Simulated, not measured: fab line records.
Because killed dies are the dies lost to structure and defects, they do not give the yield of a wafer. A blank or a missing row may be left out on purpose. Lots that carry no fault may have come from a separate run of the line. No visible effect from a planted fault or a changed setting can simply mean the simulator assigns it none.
Lot-split experiment ; flow berkeley-cmos170 ; 23 wafers read across 5 lots, on a route 331 steps long

== SPLIT DETAILS ==
At UCB170_NWELL_OXIDATION_01 (target thk 26.4 nm, ox time 1260 s), the setting temp-c was moved away from the recipe's 1000 C on 20 of the 23 wafers read, by -2.2% to +0.8%. The other wafers ran this setting at the recipe's value.

No step appears in the file between the split and the reading.

== THE READING ==
Values of NWELL_OXIDE_THK in nm from UCB170_NWELL_THK_MEAS_02. Fault-free wafers of this fab line usually give 26.2 nm, standard deviation 0.43 nm.

wafer;tool, chamber at the split;temp-c as run, C;against the recipe;NWELL_OXIDE_THK, nm;against lot-mates on the recipe
L076.1;-, -;980.4;-2.0%;21.2;no lot-mate on the recipe
L076.2;-, -;980.4;-2.0%;20.8;no lot-mate on the recipe
L076.3;-, -;980.4;-2.0%;20.8;no lot-mate on the recipe
L076.5;-, -;980.4;-2.0%;20.8;no lot-mate on the recipe
L076.6;-, -;980.4;-2.0%;21.5;no lot-mate on the recipe
L079.1;-, -;979.7;-2.0%;21.0;no lot-mate on the recipe
L079.2;-, -;979.7;-2.0%;20.8;no lot-mate on the recipe
L079.3;-, -;979.7;-2.0%;20.9;no lot-mate on the recipe
L079.4;-, -;979.7;-2.0%;21.1;no lot-mate on the recipe
L079.6;-, -;979.7;-2.0%;21.0;no lot-mate on the recipe
L080.1;-, -;1008;+0.8%;27.6;no lot-mate on the recipe
L080.2;-, -;1008;+0.8%;27.9;no lot-mate on the recipe
L080.4;-, -;1008;+0.8%;27.8;no lot-mate on the recipe
L080.5;-, -;1008;+0.8%;28.1;no lot-mate on the recipe
L080.6;-, -;1008;+0.8%;27.6;no lot-mate on the recipe
L081.1;furnace-03, 0;1000;recipe;26.0;-
L081.4;furnace-03, 0;1000;recipe;25.2;-
L081.5;furnace-03, 0;1000;recipe;25.4;-
L082.1;-, -;978.2;-2.2%;20.7;no lot-mate on the recipe
L082.2;-, -;978.2;-2.2%;20.9;no lot-mate on the recipe
L082.3;-, -;978.2;-2.2%;20.9;no lot-mate on the recipe
L082.4;-, -;978.2;-2.2%;20.8;no lot-mate on the recipe
L082.6;-, -;978.2;-2.2%;21.0;no lot-mate on the recipe

THE FIT
A straight line over all 23 wafers: NWELL_OXIDE_THK changes by +2.36 nm for each +1% of temp-c; r = +1.00; the points scatter about the line by 0.28 nm.
Too few moved wafers have a lot-mate on the recipe to fit a line with each lot's own level taken away.

== THE WHOLE CHAIN: every reading that the file lists as answering this split, in the file's order ==
step;what it does;reading;change (the file's fit);r (the file's)
UCB170_NWELL_OXIDATION_01;target thk 26.4 nm, ox time 1260 s;SiO2_of_NWELL_OXIDATION_01.thk-nm (the simulator's own value, which no gauge read);+2.35 nm for each +1% of the setting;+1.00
UCB170_NWELL_THK_MEAS_02;;NWELL_OXIDE_THK;+2.36 for each +1% of the setting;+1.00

== THE FILE'S OWN FIT ==
NWELL_OXIDE_THK changes by +2.36 nm for each +1% of temp-c, r = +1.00.
